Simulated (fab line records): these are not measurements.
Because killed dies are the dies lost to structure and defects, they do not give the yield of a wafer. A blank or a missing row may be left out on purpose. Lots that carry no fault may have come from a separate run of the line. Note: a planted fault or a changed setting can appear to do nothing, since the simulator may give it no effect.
Problem report, 8D (eight disciplines) form, completed by code ; flow berkeley_cmos170 ; the parts of the form that need people (team, actions taken, sign-off) are left out

== 1. PROBLEM STATEMENT ==
SPACER_TEOS_THK at UCB170_SPACER_THK_MEAS_01 reads a mean of 532 nm on 6 wafers of 2 lots; wafers without a fault read 375 nm with a standard deviation of 4.4. That puts it +36 standard deviations away from the usual mean.
Seen first at day 8 12:19 on film_metro-03, wafer L905.2. At this step, 42 wafers from 14 lots have a number in the record. The rule behind "out" and "out of limits": a value lying over 4 standard deviations away from the usual mean. Any other wafer with a number is counted as sound.

== 2. WHAT THIS IS AND IS NOT ==
question;is;is not
which readings at this step;SPACER_TEOS_THK;-
which lots;L905, L909;L896, L897, L898, L902, L903, L904, L906, L912, L913, L914, L917, L918
which wafers of those lots;all that have a number;-
read on which gauges;film_metro-02, film_metro-03;film_metro-01
when;from day 8 12:19;"up to then (18 sound wafers); but 18 sound wafers of L906, L912, L913, L914, L917, L918 came after"

== 3. WHAT RULES OUT EACH SUSPECT ==
Counting: a tool at a process step up to the reading stays a suspect if it ran every lot that is out and no sound lot after the first of them.
- ruled out: the gauge at UCB170_SPACER_THK_MEAS_01. The wafers that are out were read on 2 gauges (film_metro-02, film_metro-03).
- plasma_asher-01 at UCB170_NVT_STRIP_08 (strips in O2): ruled out as a lasting fault. The sound lots L917 went through it after L905, its earliest lot that is out (day 7 18:29).
- pecvd-01 at UCB170_SPACER_CVD_00 (deposits SiO2 from TEOS/O2, target thk 376 nm, time 47 s): kept. It processed each lot that is out, first L905 at day 8 12:11, and no sound lot thereafter; up to then, the last sound lot it processed was L903 at day 7 22:19.
Left after counting: pecvd-01 at UCB170_SPACER_CVD_00.

== 4. THE CAUSE (what the simulator had put in) ==
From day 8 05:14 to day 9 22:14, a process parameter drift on pecvd-01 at UCB170_SPACER_CVD_00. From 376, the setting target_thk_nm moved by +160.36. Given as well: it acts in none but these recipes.
Counting left only this tool.

== 5. THE EFFECT CHAIN, in route order ==
One row per reading whose mean, taken over the struck wafers that have a number, lies over 3 standard deviations from the usual. Readings are gone through only where the record gives a usual standard deviation; hours: the median, over the lots, of the time from a lot's start at the first step in this table giving one to that lot's start at this step; sigmas: the change measured in usual standard deviations.
hours;step;reading;usual;on struck wafers;change;sigmas
0;UCB170_SPACER_THK_MEAS_01;SPACER_TEOS_THK;375 nm;532;+157;+36
4;UCB170_SPACER_ETCHBACK_03;oes_product_au;0.899 a.u.;1.012;+0.113;+6.0
The process steps in it:
- UCB170_SPACER_ETCHBACK_03: etches SiO2 in CHF3/CF4/Ar, stops on Si, target depth 376 nm, time 100 s.

== 6. WHAT WOULD HAVE CAUGHT IT SOONER ==
The first out-of-limits reading at a measuring or inspecting step in this record came at day 8 12:19, 7 hours after the fault's start at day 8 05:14.
No tool reading at UCB170_SPACER_CVD_00 that has a usual standard deviation in the record was out on any struck wafer, so an alarm limit of 4 standard deviations on those readings would not have fired.
L909, from the lots that are out (2), started UCB170_SPACER_CVD_00 on pecvd-01 later than day 8 12:19. Putting the tool on hold at that point would have spared it.
